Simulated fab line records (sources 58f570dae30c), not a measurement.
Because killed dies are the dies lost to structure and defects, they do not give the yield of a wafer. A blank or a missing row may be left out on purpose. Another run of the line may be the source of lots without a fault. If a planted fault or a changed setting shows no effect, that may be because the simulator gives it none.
The tool behind it: which one? -- flow berkeley_cmos170 -- 14 lots with 42 wafers sampled at 3 steps, on a route of 331 steps

## WHAT THE GAUGES SHOWED, per wafer
UCB170_V1_CD_MEAS_90: the cd target is 700 nm.
lot,measured,on,cd_nm (nm)
L894,day 7 09:28,cd_sem-02,699.2 700.1 700.7
L895,day 7 09:02,cd_sem-02,701.0 698.2 700.1
L896,day 7 09:36,cd_sem-02,698.9 701.7 700.9
L899,day 7 22:36,cd_sem-01,699.4 700.7 697.5
L900,day 7 22:52,cd_sem-02,702.9 701.4 702.2
L901,day 8 14:28,cd_sem-01,698.9 700.0 700.1
L902,day 8 14:12,cd_sem-01,701.5 702.3 701.8
L908,day 9 17:19,cd_sem-01,698.2 700.2 699.6
L909,day 10 08:20,cd_sem-01,700.8 701.5 700.9
L911,day 10 19:56,cd_sem-02,699.5 698.4 698.1
L910,day 10 20:11,cd_sem-02,699.9 700.3 700.6
L912,day 10 21:16,cd_sem-01,699.7 700.4 699.2
L915,day 11 14:52,cd_sem-02,701.1 699.0 700.9
L917,day 12 01:04,cd_sem-01,704.2 701.8 700.2

UCB170_V2_CD_MEAS_12: the cd target is 700 nm.
lot,measured,on,cd_nm (nm)
L894,day 7 14:27,cd_sem-02,700.6 700.8 701.2
L895,day 7 13:51,cd_sem-02,702.1 700.4 701.3
L896,day 7 15:01,cd_sem-01,699.9 701.0 700.6
L899,day 8 03:13,cd_sem-02,698.3 699.3 698.3
L900,day 8 03:31,cd_sem-01,699.4 699.2 698.7
L901,day 8 20:01,cd_sem-01,700.8 698.7 698.2
L902,day 8 19:55,cd_sem-02,698.1 698.8 699.6
L908,day 9 22:31,cd_sem-01,697.6 698.9 697.8
L909,day 10 15:41,cd_sem-01,702.4 700.1 701.5
L911,day 11 00:59,cd_sem-01,703.1 702.6 702.4
L910,day 11 01:04,cd_sem-02,703.5 704.0 703.1
L912,day 11 01:55,cd_sem-02,702.7 701.4 701.3
L915,day 11 19:32,cd_sem-01,700.7 701.3 700.9
L917,day 12 05:25,cd_sem-02,699.8 700.8 699.9

## TOOL THAT RAN EACH LOT (tool first, then ch and the chambers of the sampled wafers, then the start)
lot,UCB170_NWELL_CLEAN_17
L894,"wet_bench-04 ch 2, day 2 06:46"
L895,"wet_bench-02 ch 2, day 2 08:27"
L896,"wet_bench-02 ch 2, day 2 16:58"
L899,"wet_bench-04 ch 2, day 3 07:20"
L900,"wet_bench-02 ch 1, day 3 11:02"
L901,"wet_bench-03 ch 3, day 3 15:34"
L902,"wet_bench-02 ch 3, day 3 19:00"
L908,"wet_bench-02 ch 0, day 5 02:29"
L909,"wet_bench-03 ch 3, day 5 10:44"
L911,"wet_bench-03 ch 1, day 5 15:07"
L910,"wet_bench-02 ch 1, day 5 15:20"
L912,"wet_bench-03 ch 2, day 5 19:20"
L915,"wet_bench-03 ch 0, day 6 15:27"
L917,"wet_bench-04 ch 0, day 6 23:31"
- UCB170_NWELL_CLEAN_17: cleans in SPM, time 600 s.

## AS READ BY THE TOOLS THEMSELVES (means over the sampled wafers that have a number; for cases with no such wafer, the mark the record gives instead)
The record holds no such reading with a usual standard deviation.

## THE ANSWER, worked out from the rows above alone
Rule: the lots themselves supply what counts as usual. The widest of any qualifying gaps counts: lots, ordered by their means at a reading, are off when they make up no more than a third of the lots, leave a main group of 4 or more, and stand apart from it by 3 or more times the standard deviation of that group's means. If all means in a main group match to the digits the tables above print for the reading, that group is not used. Also off: a lot with no number at a reading for which 4 or more lots have one. The other lots that the step has rows for count as sound. After the gauges, taken in route order, come the tools' own readings; for these a lot's mean is taken, as printed above. The first step at which some lot is off is used, and at that step the reading that is off furthest; a lot without a number counts as furthest.
Across all readings shown, no lot is off: no conclusion can be drawn from this.

## WHAT THE SIMULATOR PUT IN
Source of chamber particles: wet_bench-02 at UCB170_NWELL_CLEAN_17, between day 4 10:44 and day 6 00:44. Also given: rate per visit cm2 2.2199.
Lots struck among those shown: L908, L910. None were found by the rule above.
